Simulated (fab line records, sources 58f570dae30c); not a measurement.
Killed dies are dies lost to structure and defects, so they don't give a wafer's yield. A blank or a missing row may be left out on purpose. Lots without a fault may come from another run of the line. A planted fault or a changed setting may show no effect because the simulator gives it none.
A struck lot beside a sound one | flow berkeley_cmos170 | 16 steps out of a route of 331
Sound: wafers L125.1, L125.4, L125.5. Struck: wafer L133.2. (L133.3, L133.5 of the same lot were not struck and are left out.) The cause comes at the end.
At each step with rows: each side's tool, then ch and its chambers, then its first start. Under that, the readings that differ: sound wafers | struck wafers | difference of the means | sigmas: that difference in standard deviations of wafers without a fault.
alike: readings whose means differ by less than 2 such deviations, and words and numbers that are the same on both sides. not compared: withheld readings, readings that some wafer has no value for, bounds like >300 that may hide the same value, and numbers for which the record gives no deviation and whose values overlap.
The two part at a step that has a row with sigmas, a row that says differs or no value, or rows on one side only. Numbers that don't overlap but have no deviation are shown without sigmas and don't part them. A reading that every wafer of one side lacks parts them only if that side has two wafers or more.

first, 2 steps without rows for these wafers: UCB170_M2_COAT_09; UCB170_M2_COAT_10 (resist thk 900 nm).
UCB170_M2_SOFTBAKE_11: time 61.11 s.
  sound on litho_track-02 ch 0; struck on litho_track-02 ch 0
  alike: plate_sensor_t_centre_C, plate_sensor_t_edge_C
then, 3 steps without rows for these wafers: UCB170_M2_EXPOSE_12 (exposes mask METAL2, target cd 700 nm); UCB170_M2_PEB_13; UCB170_M2_DEVELOP_14 (develop time 45 s).
UCB170_M2_CD_MEAS_15: target cd 700 nm.
  sound on cd_sem-01, day 9 07:40; struck on cd_sem-01, day 10 14:01
  alike: cd_nm
UCB170_M2_OVL_MEAS_16:
  sound on overlay-01, day 9 07:47; struck on overlay-02, day 10 14:08
  alike: M2_OVL
UCB170_M2_ETCH_17: etches BARC in N2/H2.
  sound on rie_diel-01 ch 0,2, day 9 07:50; struck on rie_diel-03 ch 3, day 10 14:10
  alike: chamber_pressure_mTorr, drypump_motor_current_A, oes_product_au, throttle_valve_pct
UCB170_M2_METAL_ETCH_18: etches Al in Cl2/BCl3, stops on SiO2, target depth 1170 nm, time 195 s.
  sound on rie_metal-04 ch 0, day 9 07:52; struck on rie_metal-01 ch 0, day 10 14:12
  reading                | sound             | struck | difference | sigmas
  throttle_valve_pct (%) | 24.59 24.60 24.59 | 24.10  | -0.49      | -2
  alike: chamber_pressure_mTorr, drypump_motor_current_A, oes_product_au
  not compared: rf_hours_counter_h
UCB170_M2_STRIP_19: strips in O2.
  sound on plasma_asher-03 ch 0,1, day 9 08:04; struck on plasma_asher-02 ch 0, day 10 14:23
  alike: chamber_pressure_mTorr, drypump_motor_current_A, oes_product_au
  not compared: rf_hours_counter_h
UCB170_M2_CD_MEAS_90: target cd 700 nm.
  sound on cd_sem-02, day 9 08:10; struck on cd_sem-01, day 10 14:31
  alike: cd_nm
UCB170_V2_CVD_00: deposits SiO2 from TEOS/O2, target thk 2000 nm, time 250 s.
  sound on pecvd-02 ch 0,2, day 9 08:17; struck on pecvd-02 ch 2, day 10 14:37
  reading                             | sound          | struck | difference | sigmas
  model.SiO2_of_V2_CVD_00.thk_nm (nm) | 1992 2027 1979 | 2867   | +868       |
  alike: heater_power_w
UCB170_V2_THK_MEAS_01:
  sound on film_metro-03, day 9 08:26; struck on film_metro-04, day 10 14:46
  reading          | sound          | struck | difference | sigmas
  V2_TEOS_THK (nm) | 1992 2027 1979 | 2868   | +869       | +36
UCB170_V2_CMP_02: polishes SiO2.
  sound on cmp-01 ch 1,2, day 9 08:29; struck on cmp-02 ch 0, day 10 14:49
  reading                      | sound             | struck | difference | sigmas
  retaining_ring_pressure_frac | 1.000 1.006 1.007 | 0.989  | -0.015     | -3
  alike: motor_current_A, slurry_flow_ml_min
then, 1 step without rows for these wafers: UCB170_M3_PROBE_99.

WHERE THEY PART
First at UCB170_M2_METAL_ETCH_18; last, within this record, at UCB170_V2_CMP_02.

WHY: what the simulator had put in
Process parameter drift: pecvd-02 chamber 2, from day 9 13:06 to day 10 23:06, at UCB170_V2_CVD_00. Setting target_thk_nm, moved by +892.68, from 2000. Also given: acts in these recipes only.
